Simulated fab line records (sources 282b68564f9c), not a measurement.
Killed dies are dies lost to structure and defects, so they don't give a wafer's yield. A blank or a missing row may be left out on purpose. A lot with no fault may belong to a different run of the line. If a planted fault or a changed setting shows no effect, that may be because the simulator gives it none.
8D (eight disciplines) problem report, filled in by code | flow ritCmos | the parts of the form that need people (team, actions taken, sign-off) are left out

## 1. WHAT WENT WRONG
SPACER_NITRIDE_THK at RIT_SPACER_THK_MEAS_04 reads a mean of 169 nm on 3 wafers of 1 lot; wafers without a fault read 250 nm with a standard deviation of 3.1. Relative to the usual mean, that is a shift of -26 standard deviations.
The first sign was on wafer L334.1 at day 5 15:19, on filmMetro-03. The record holds 39 wafers of 13 lots with a number at this step. Rule for "out", or "out of limits": more than 4 standard deviations from the usual mean. The rest of the wafers with a number are treated as sound.

## 2. WHAT THIS IS AND IS NOT
question                    | is                     | is not
which readings at this step | SPACER_NITRIDE_THK     | -
which lots                  | L334                   | L322, L323, L325, L326, L327, L328, L329, L330, L332, L340, L342, L344
which wafers of those lots  | all that have a number | -
read on which gauges        | filmMetro-03           | filmMetro-01, filmMetro-02
when                        | from day 5 15:19       | up to then (27 sound wafers); but 9 sound wafers of L340, L342, L344 came after

## 3. SUSPECTS, AND WHAT RULES EACH OUT
Counting: a tool at any process step up to the reading remains a suspect when it ran all the lots that are out and ran no sound lot after the first of those.
- the gauge at RIT_SPACER_THK_MEAS_04: ruled out. All the wafers that are out were read on filmMetro-03, but those of them that RIT_SPACER_ETCHBACK_05 has rows for are out there too, on other tools.
- lpcvd-01 at RIT_SPACER_CVD_03 (deposits Si3N4 from SiH2Cl2/NH3, target thk 250 nm, time 3300 s): kept. It ran the lot that is out, L334 (day 5 13:24), and no sound lot after that; its last sound lot up to then is L330 (day 4 16:57).
Left after counting: lpcvd-01 at RIT_SPACER_CVD_03.

## 4. THE CAUSE (what the simulator had put in)
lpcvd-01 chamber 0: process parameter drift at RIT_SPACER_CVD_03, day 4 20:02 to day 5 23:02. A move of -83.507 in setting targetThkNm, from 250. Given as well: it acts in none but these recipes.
After counting, this tool was the only one left.

## 5. THE EFFECT CHAIN, in route order
Each row: a reading whose mean over the struck wafers that have a number lies more than 3 standard deviations from the usual. Scope: only readings with a usual standard deviation given in the record; hours: median across lots of the time from each lot's start at the first step in this table that gives one to its start at this step; sigmas: change in usual standard deviations.
hours | step                   | reading            | usual      | on struck wafers | change | sigmas
0     | RIT_SPACER_THK_MEAS_04 | SPACER_NITRIDE_THK | 250 nm     | 169              | -81    | -26
0     | RIT_SPACER_ETCHBACK_05 | oesProductAu       | 0.840 a.u. | 0.646            | -0.194 | -14
Process steps it contains:
- RIT_SPACER_ETCHBACK_05: etches Si3N4 in SF6/CHF3, stops on SiO2, target depth 250 nm, time 240 s.

## 6. WHAT WOULD HAVE CAUGHT IT SOONER
In this record the first reading out of limits at a measuring or inspecting step was taken at day 5 15:19, 19 hours after the fault began at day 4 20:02.
Of the tool readings at RIT_SPACER_CVD_03 for which the record gives a usual standard deviation, none was out on any struck wafer, so an alarm limit of 4 standard deviations on them would not have fired.
All the lots that are out (1) had begun RIT_SPACER_CVD_03 on lpcvd-01 by day 5 15:19. Holding the tool at that point would not have protected any of them.
